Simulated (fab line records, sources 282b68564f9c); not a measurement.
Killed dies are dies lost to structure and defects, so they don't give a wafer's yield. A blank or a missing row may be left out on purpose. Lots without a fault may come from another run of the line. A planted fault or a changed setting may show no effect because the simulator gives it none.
Which tool did it? | flow rit_cmos | 13 lots, 39 wafers sampled, at 6 steps of a route of 202

WHAT THE GAUGES READ, wafer by wafer
RIT_NRETRO_OVL_MEAS_06. Usual: NRETRO_OVL -0.7 nm, standard deviation 1.1.
lot  | measured    | on         | NRETRO_OVL (nm) | flag
L375 | day 2 09:50 | overlay-01 | -1.1 0.5 -0.6   |
L376 | day 2 14:20 | overlay-02 | 0.2 -0.1 0.4    |
L377 | day 2 16:24 | overlay-01 | -0.8 0.5 0.3    |
L378 | day 2 20:29 | overlay-02 | -0.6 -1.2 -0.9  |
L379 | day 3 02:10 | overlay-01 | -1.5 -1.7 -2.5  |
L380 | day 3 07:16 | overlay-01 | -1.8 -2.2 -1.5  |
L382 | day 3 15:41 | overlay-02 | -0.7 -0.6 -0.3  |
L383 | day 3 21:49 | overlay-01 | -0.4 0.6 -1.1   |
L386 | day 4 11:53 | overlay-01 | -0.3 0.2 -1.6   |
L387 | day 4 17:08 | overlay-02 | -1.5 -1.2 -0.8  |
L394 | day 6 05:26 | overlay-01 | -0.7 -1.4 -1.9  |
L396 | day 6 13:53 | overlay-01 | -0.5 0.1 0.7    |
L398 | day 6 23:47 | overlay-01 | 0.0 -2.2 -0.1   |

RIT_NLDD_TW_MEAS_10. Usual: NLDD_TW 2457, standard deviation 27.
lot  | measured    | on            | NLDD_TW        | flag
L375 | day 2 23:46 | film_metro-01 | 2417 2414 2419 |
L376 | day 3 03:10 | film_metro-04 | 2481 2482 2473 |
L377 | day 3 04:41 | film_metro-03 | 2458 2457 2451 |
L378 | day 3 10:10 | film_metro-04 | 2482 2478 2487 |
L379 | day 3 14:50 | film_metro-03 | 2446 2438 2446 |
L380 | day 3 21:02 | film_metro-03 | 2452 2457 2447 |
L382 | day 4 04:24 | film_metro-04 | 2483 2476 2480 |
L383 | day 4 10:30 | film_metro-03 | 2466 2471 2457 |
L386 | day 5 00:40 | film_metro-03 | 2451 2461 2448 |
L387 | day 5 05:58 | film_metro-01 | 2417 2426 2414 |
L394 | day 6 18:02 | film_metro-04 | 2491 2492 2496 |
L396 | day 7 02:09 | film_metro-04 | 2497 2484 2488 |
L398 | day 7 12:28 | film_metro-03 | 2454 2451 2444 |

RIT_CONTACT_THK_MEAS_01. Usual: CONTACT_TEOS_THK 399 nm, standard deviation 5.2.
lot  | measured    | on            | CONTACT_TEOS_THK (nm) | flag
L375 | day 3 08:05 | film_metro-02 | 394 404 402           |
L376 | day 3 12:08 | film_metro-03 | 389 395 399           |
L377 | day 3 13:29 | film_metro-03 | 395 398 405           |
L378 | day 3 19:44 | film_metro-03 | 391 397 393           |
L379 | day 3 23:22 | film_metro-03 | 398 404 404           |
L380 | day 4 05:38 | film_metro-02 | 400 404 408           |
L382 | day 4 13:16 | film_metro-02 | 402 397 404           |
L383 | day 4 19:04 | film_metro-04 | 395 407 402           |
L386 | day 5 09:25 | film_metro-03 | 399 407 401           |
L387 | day 5 14:26 | film_metro-03 | 397 394 403           |
L394 | day 7 03:13 | film_metro-03 | 395 401 406           |
L396 | day 7 10:58 | film_metro-03 | 393 397 405           |
L398 | day 7 20:56 | film_metro-04 | 395 400 401           |

RIT_M1_RS_MEAS_01: measures by four-point-probe. Usual: M1_AL_RS 0.0737 ohm/sq, standard deviation 0.00094.
lot  | measured    | on            | M1_AL_RS (ohm/sq)    | flag
L375 | day 3 10:40 | film_metro-04 | 0.0737 0.0741 0.0738 |
L376 | day 3 14:46 | film_metro-04 | 0.0738 0.0748 0.0755 |
L377 | day 3 16:07 | film_metro-04 | 0.0735 0.0746 0.0732 |
L378 | day 3 22:13 | film_metro-03 | 0.0756 0.0754 0.0755 |
L379 | day 4 01:52 | film_metro-01 | 0.0736 0.0722 0.0746 |
L380 | day 4 08:15 | film_metro-04 | 0.0742 0.0738 0.0739 |
L382 | day 4 15:52 | film_metro-01 | 0.0748 0.0733 0.0732 |
L383 | day 4 21:41 | film_metro-04 | 0.0741 0.0737 0.0718 |
L386 | day 5 11:56 | film_metro-04 | 0.0747 0.0729 0.0745 |
L387 | day 5 16:55 | film_metro-04 | 0.0729 0.1334 0.0723 | OFF
L394 | day 7 05:41 | film_metro-04 | 0.0733 0.0740 0.0741 |
L396 | day 7 13:41 | film_metro-01 | 0.0750 0.0744 0.0743 |
L398 | day 7 23:29 | film_metro-04 | 0.0725 0.0730 0.0732 |

RIT_M1_THK_MEAS_02: measures by xrf. Usual: M1_AL_THK 403 nm, standard deviation 5.2.
lot  | measured    | on            | M1_AL_THK (nm) | flag
L375 | day 3 10:47 | film_metro-04 | 403 402 402    |
L376 | day 3 14:52 | film_metro-04 | 405 398 395    |
L377 | day 3 16:14 | film_metro-04 | 404 398 406    |
L378 | day 3 22:20 | film_metro-03 | 393 391 395    |
L379 | day 4 01:58 | film_metro-01 | 404 410 399    |
L380 | day 4 08:21 | film_metro-04 | 398 402 402    |
L382 | day 4 15:59 | film_metro-01 | 395 404 405    |
L383 | day 4 21:48 | film_metro-04 | 400 400 412    |
L386 | day 5 12:03 | film_metro-04 | 398 408 397    |
L387 | day 5 17:01 | film_metro-04 | 407 226 409    | OFF
L394 | day 7 05:47 | film_metro-04 | 403 399 400    |
L396 | day 7 13:47 | film_metro-01 | 395 402 400    |
L398 | day 7 23:35 | film_metro-04 | 407 406 404    |

WHICH TOOL RAN EACH LOT (tool, then ch and the chambers of the sampled wafers, then the start)
lot  | RIT_M1_SPUTTER_00
L375 | pvd_sputter-04, day 3 10:22
L376 | pvd_sputter-01, day 3 14:27
L377 | pvd_sputter-04, day 3 15:50
L378 | pvd_sputter-03, day 3 21:54
L379 | pvd_sputter-04, day 4 01:33
L380 | pvd_sputter-03, day 4 07:55
L382 | pvd_sputter-04, day 4 15:34
L383 | pvd_sputter-01, day 4 21:23
L386 | pvd_sputter-04, day 5 11:37
L387 | pvd_sputter-01, day 5 16:36
L394 | pvd_sputter-04, day 7 05:22
L396 | pvd_sputter-04, day 7 13:22
L398 | pvd_sputter-04, day 7 23:10
- RIT_M1_SPUTTER_00: material Al, target thk 400 nm, time 500 s.

WHAT THE TOOLS THEMSELVES READ (means of the sampled wafers that have a number; where no wafer has one, the mark that the record gives instead)
RIT_M1_SPUTTER_00. Usual: throttle_valve_pct 30.2 %, standard deviation 1.2.
lot  | tool           | throttle_valve_pct (%) | flag
L375 | pvd_sputter-04 | 31.3                   |
L376 | pvd_sputter-01 | 29.4                   |
L377 | pvd_sputter-04 | 30.7                   |
L378 | pvd_sputter-03 | 29.7                   |
L379 | pvd_sputter-04 | 30.5                   |
L380 | pvd_sputter-03 | 29.8                   |
L382 | pvd_sputter-04 | 30.0                   |
L383 | pvd_sputter-01 | 28.9                   |
L386 | pvd_sputter-04 | 30.0                   |
L387 | pvd_sputter-01 | 30.0                   |
L394 | pvd_sputter-04 | 31.1                   |
L396 | pvd_sputter-04 | 29.8                   |
L398 | pvd_sputter-04 | 29.9                   |

THE ANSWER, worked out from the rows above alone
Rule: a lot is off if the mean of its wafers that have a number lies more than 3 standard deviations from the usual mean. A lot without any number at a reading at which 4 lots or more have one is off too. The other lots that the step has rows for count as sound. The gauges are gone through in route order, then the tools' own readings, and for those a lot's mean is taken as printed above. The first step at which some lot is off is used, and at that step the reading that is off furthest; a lot without a number counts as furthest.
Off: L387, at RIT_M1_RS_MEAS_01 (M1_AL_RS).
A tool fits if, at a process step before that reading, it ran every lot that is off, and no sound lot after the first of them. The gauges at RIT_M1_RS_MEAS_01 are tried like those tools. One fits: pvd_sputter-01 at RIT_M1_SPUTTER_00. Its last sound lot is L383 (day 4 21:23), its first lot that is off L387 (day 5 16:36): a fault that began between those two fits.

WHAT THE SIMULATOR HAD PUT IN
Process parameter drift: pvd_sputter-01, from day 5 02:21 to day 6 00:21, at RIT_M1_SPUTTER_00. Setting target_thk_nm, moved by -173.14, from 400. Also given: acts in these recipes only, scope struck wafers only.
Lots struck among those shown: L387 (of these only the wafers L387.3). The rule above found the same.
